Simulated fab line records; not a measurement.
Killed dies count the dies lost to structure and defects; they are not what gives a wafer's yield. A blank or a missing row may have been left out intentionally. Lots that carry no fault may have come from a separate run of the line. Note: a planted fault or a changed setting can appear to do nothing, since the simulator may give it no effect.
A struck lot beside a sound one ; flow rit_cmos ; 44 steps out of a route of 202
Sound: wafers L163.1, L163.3, L163.6. The struck wafers were L169.4, L169.5, L169.6. At the end, the cause is stated.
Each step with rows lists, per side, the tool, then ch with its chambers, then its first start. Under that, the readings that differ: sound wafers ; struck wafers ; difference of the means ; sigmas: that difference in standard deviations of wafers without a fault.
alike: readings whose means differ by less than 2 such deviations, and words and numbers that are the same on both sides. not compared: withheld readings, readings that some wafer has no value for, bounds like >300 that may hide the same value, and numbers for which the record gives no deviation and whose values overlap.
A row with sigmas, a row that says differs or no value, or rows on one side alone: a step with any of these is where the two part. When numbers do not overlap yet have no deviation, they are printed without sigmas and do not part them. A reading missing from all wafers of one side parts the sides only when that side holds two or more wafers.

first, 4 steps without rows for these wafers: RIT_PLDD_SOFTBAKE_02 (time 60 s); RIT_PLDD_EXPOSE_03 (exposes mask M8, target cd 40900 nm); RIT_PLDD_PEB_04; RIT_PLDD_DEVELOP_05 (develop time 50 s).
RIT_PLDD_OVL_MEAS_06:
  sound on overlay-02 at day 5 01:23; struck on overlay-01 at day 6 06:31
  alike: PLDD_OVL
then, 2 steps without rows for these wafers: RIT_PLDD_HARDBAKE_07 (time 60 s); RIT_PLDD_IMPLANT_08.
RIT_PLDD_STRIP_09: strips in O2, time 180 s.
  sound on plasma_asher-02 ch 0,1, day 5 01:43; struck on plasma_asher-02 ch 0,1, day 6 06:55
  alike: drypump_motor_current_A
  not compared: rf_hours_counter_h
RIT_PLDD_TW_MEAS_10:
  sound on film_metro-01 at day 5 01:54; struck on film_metro-03 at day 6 07:04
  alike: PLDD_TW
then, 3 steps without rows for these wafers: RIT_SPACER_CLEAN_00 (cleans in SC1, time 600 s); RIT_SPACER_CLEAN_01 (cleans in dHF, time 30 s); RIT_SPACER_CLEAN_02 (cleans in SC2, time 600 s).
RIT_SPACER_CVD_03: deposits Si3N4 from SiH2Cl2/NH3, target thk 250 nm, time 3300 s.
  sound on lpcvd-02 ch 1, day 5 02:20; struck on lpcvd-01 ch 1, day 6 09:14
reading;sound;struck;difference;sigmas
spike_tc_load_C (C);831.8 832.1 832.7;838.2 838.3 834.4;+4.8;+2
model.Si3N4_of_SPACER_CVD_03.thk_nm (nm);248.2 250.4 248;259 257.6 257.5;+9;
  alike: spike_tc_centre_C, zone_power_load_pct
RIT_SPACER_THK_MEAS_04:
  sound on film_metro-02 at day 5 04:16; struck on film_metro-02 at day 6 11:24
reading;sound;struck;difference;sigmas
SPACER_NITRIDE_THK (nm);248.1 250.4 248.0;258.9 257.4 257.4;+9.1;+4
  not compared: hold
RIT_SPACER_ETCHBACK_05: etches Si3N4 in SF6/CHF3, stops on SiO2, target depth 250 nm, time 240 s.
  sound on rie_diel-04 ch 0,2,3, day 5 04:19; struck on rie_diel-02 ch 2,3, day 6 13:20
reading;sound;struck;difference;sigmas
hold;- - -;await_dispo/1.9h/release await_dispo/1.9h/release await_dispo/1.9h/release;no value on the sound wafers;
oes_product_au (a.u.);0.836 0.835 0.816;0.870 0.857 0.875;+0.038;+2
model.etch.depth_nm (nm);248.2 250.4 248;259 257.6 257.5;+9;
  alike: SF6_flow_sccm, drypump_motor_current_A, throttle_valve_pct
  not compared: rf_hours_counter_h
then, 6 steps without rows for these wafers: RIT_NSD_HMDS_00 (prime time 60 s); RIT_NSD_COAT_01 (resist thk 1000 nm); RIT_NSD_SOFTBAKE_02 (time 60 s); RIT_NSD_EXPOSE_03 (exposes mask M9, target cd 40700 nm); RIT_NSD_PEB_04; RIT_NSD_DEVELOP_05 (develop time 50 s).
RIT_NSD_OVL_MEAS_06:
  sound on overlay-01 at day 5 05:26; struck on overlay-01 at day 6 14:44
  alike: NSD_OVL
then, 2 steps without rows for these wafers: RIT_NSD_HARDBAKE_07 (time 60 s); RIT_NSD_IMPLANT_08.
RIT_NSD_STRIP_09: strips in O2, time 180 s.
  sound on plasma_asher-04 ch 0,1, day 5 05:47; struck on plasma_asher-04 ch 0,1, day 6 15:07
  alike: drypump_motor_current_A
  not compared: rf_hours_counter_h
RIT_NSD_TW_MEAS_10:
  sound on film_metro-01 at day 5 05:57; struck on film_metro-03 at day 6 15:16
  alike: NSD_TW
then, 6 steps without rows for these wafers: RIT_PSD_HMDS_00 (prime time 60 s); RIT_PSD_COAT_01 (resist thk 1000 nm); RIT_PSD_SOFTBAKE_02 (time 60 s); RIT_PSD_EXPOSE_03 (exposes mask M10, target cd 40900 nm); RIT_PSD_PEB_04; RIT_PSD_DEVELOP_05 (develop time 50 s).
RIT_PSD_OVL_MEAS_06:
  sound on overlay-01 at day 5 07:07; struck on overlay-02 at day 6 16:26
  alike: PSD_OVL
then, 2 steps without rows for these wafers: RIT_PSD_HARDBAKE_07 (time 60 s); RIT_PSD_IMPLANT_08.
RIT_PSD_STRIP_09: strips in O2, time 180 s.
  sound on plasma_asher-04 ch 1, day 5 07:27; struck on plasma_asher-02 ch 0,1, day 6 16:49
  alike: drypump_motor_current_A
  not compared: rf_hours_counter_h
RIT_PSD_TW_MEAS_10:
  sound on film_metro-01 at day 5 07:37; struck on film_metro-03 at day 6 16:58
  alike: PSD_TW
then, 3 steps without rows for these wafers: RIT_SDANNEAL_CLEAN_00 (cleans in SC1, time 600 s); RIT_SDANNEAL_CLEAN_01 (cleans in dHF, time 30 s); RIT_SDANNEAL_CLEAN_02 (cleans in SC2, time 600 s).
RIT_SDANNEAL_RTA_03: time 5 s.
  sound on rtp_anneal-01 ch 0, day 5 08:03; struck on rtp_anneal-01 ch 0, day 6 17:44
  alike: wafer_temp_C_max
RIT_SDANNEAL_RS_MEAS_04: measures by four-point-probe.
  sound on film_metro-03 at day 5 08:07; struck on film_metro-01 at day 6 17:49
  alike: PSD_RS
RIT_SILICIDE_WET_ETCH_00: etches SiO2 in BOE, target depth 14 nm, time 15 s.
  sound on wet_bench-04 ch 2, day 5 08:35; struck on wet_bench-04 ch 0, day 6 18:18
reading;sound;struck;difference;sigmas
model.Si3N4_of_SPACER_CVD_03.thk_nm (nm);193.1 194.6 193.6;201.3 200.3 199.4;+6.6;
RIT_M1_PROBE_99:
  sound on prober-02 at day 5 15:23; struck on prober-02 at day 7 01:58
  no value came back on the struck wafers for model.etest.nwell_pinched.rs_ohm_sq, model.etest.diode_nplus_comb.cj_ff_um2; on the sound wafers model.etest.nwell_pinched.rs_ohm_sq reads 339.5 337.7 337.4
reading;sound;struck;difference;sigmas
killed_open;1 5 1;6 4 8;+4;+2
  alike: killed_at_contacts, killed_at_front_end, killed_dies, killed_short

## WHERE THEY PART
First at RIT_SPACER_CVD_03; last, within this record, at RIT_M1_PROBE_99.

WHY: what had been put in by the simulator
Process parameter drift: lpcvd-01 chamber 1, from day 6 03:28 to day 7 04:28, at RIT_SPACER_CVD_03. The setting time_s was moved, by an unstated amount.
